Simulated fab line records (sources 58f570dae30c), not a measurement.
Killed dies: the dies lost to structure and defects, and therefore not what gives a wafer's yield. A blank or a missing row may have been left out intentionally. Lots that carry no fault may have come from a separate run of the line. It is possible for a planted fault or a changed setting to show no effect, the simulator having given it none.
Split-lot trial	flow berkeley-cmos170	5 lots, 27 wafers read, on a route of 331 steps

## ABOUT THE SPLIT
At UCB170_SCREENOX_OXIDATION_01 (target thk 14.4 nm, ox time 2400 s), the setting ox-time-s was moved away from the recipe's 2400 s on 18 of the 27 wafers read, by -53.8% to +23.0%. For the rest of the wafers, this setting stayed at what the recipe calls for.

Between the split and the reading, the file records no step.

## THE READING
Values of SCREENOX_OXIDE_THK in nm from UCB170_SCREENOX_THK_MEAS_02. Typical for fault-free wafers on this fab line: 14.24 nm, with standard deviation 0.29 nm.

wafer	tool, chamber at the split	ox-time-s as run, s	against the recipe	SCREENOX_OXIDE_THK, nm	against lot-mates on the recipe
L075.1	-, -	2953	+23.0%	16.16	no lot-mate on the recipe
L075.2	-, -	2953	+23.0%	16.45	no lot-mate on the recipe
L075.3	-, -	2953	+23.0%	16.26	no lot-mate on the recipe
L075.4	-, -	2953	+23.0%	16.36	no lot-mate on the recipe
L075.5	-, -	2953	+23.0%	16.32	no lot-mate on the recipe
L075.6	-, -	2953	+23.0%	16.31	no lot-mate on the recipe
L078.1	-, -	1110	-53.8%	7.97	no lot-mate on the recipe
L078.2	-, -	1110	-53.8%	7.84	no lot-mate on the recipe
L078.3	-, -	1110	-53.8%	8.09	no lot-mate on the recipe
L078.4	-, -	1110	-53.8%	7.94	no lot-mate on the recipe
L078.5	-, -	1110	-53.8%	8.07	no lot-mate on the recipe
L078.6	-, -	1110	-53.8%	8.01	no lot-mate on the recipe
L080.1	-, -	1593	-33.6%	11.05	no lot-mate on the recipe
L080.2	-, -	1593	-33.6%	11.07	no lot-mate on the recipe
L080.3	-, -	1593	-33.6%	10.95	no lot-mate on the recipe
L080.4	-, -	1593	-33.6%	10.84	no lot-mate on the recipe
L080.5	-, -	1593	-33.6%	10.88	no lot-mate on the recipe
L080.6	-, -	1593	-33.6%	10.95	no lot-mate on the recipe
L083.1	furnace-02, 0	2400	recipe	14.35	-
L083.2	furnace-02, 0	2400	recipe	14.47	-
L083.4	furnace-02, 0	2400	recipe	14.25	-
L084.1	-, -	2400	recipe	14.40	-
L084.2	-, -	2400	recipe	14.72	-
L084.3	-, -	2400	recipe	14.49	-
L084.4	-, -	2400	recipe	14.24	-
L084.5	-, -	2400	recipe	14.33	-
L084.6	-, -	2400	recipe	14.16	-

FIT RESULTS
A straight line over all 27 wafers: SCREENOX_OXIDE_THK changes by +0.108 nm for each +1% of ox-time-s; r = +0.99; the points scatter about the line by 0.37 nm.
Too few moved wafers have a lot-mate on the recipe to fit a line with each lot's own level taken away.

## THE WHOLE CHAIN: every reading that the file lists as answering this split, in the file's order
step	what it does	reading	change (the file's fit)	r (the file's)
UCB170_SCREENOX_OXIDATION_01	target thk 14.4 nm, ox time 2400 s	SiO2_of_SCREENOX_OXIDATION_01.thk-nm (the simulator's own value, which no gauge read)	+0.108 nm for each +1% of the setting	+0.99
UCB170_SCREENOX_THK_MEAS_02		SCREENOX_OXIDE_THK	+0.108 for each +1% of the setting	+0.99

## THE FILE'S OWN FIT
SCREENOX_OXIDE_THK changes by +0.108 nm for each +1% of ox-time-s, r = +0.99.
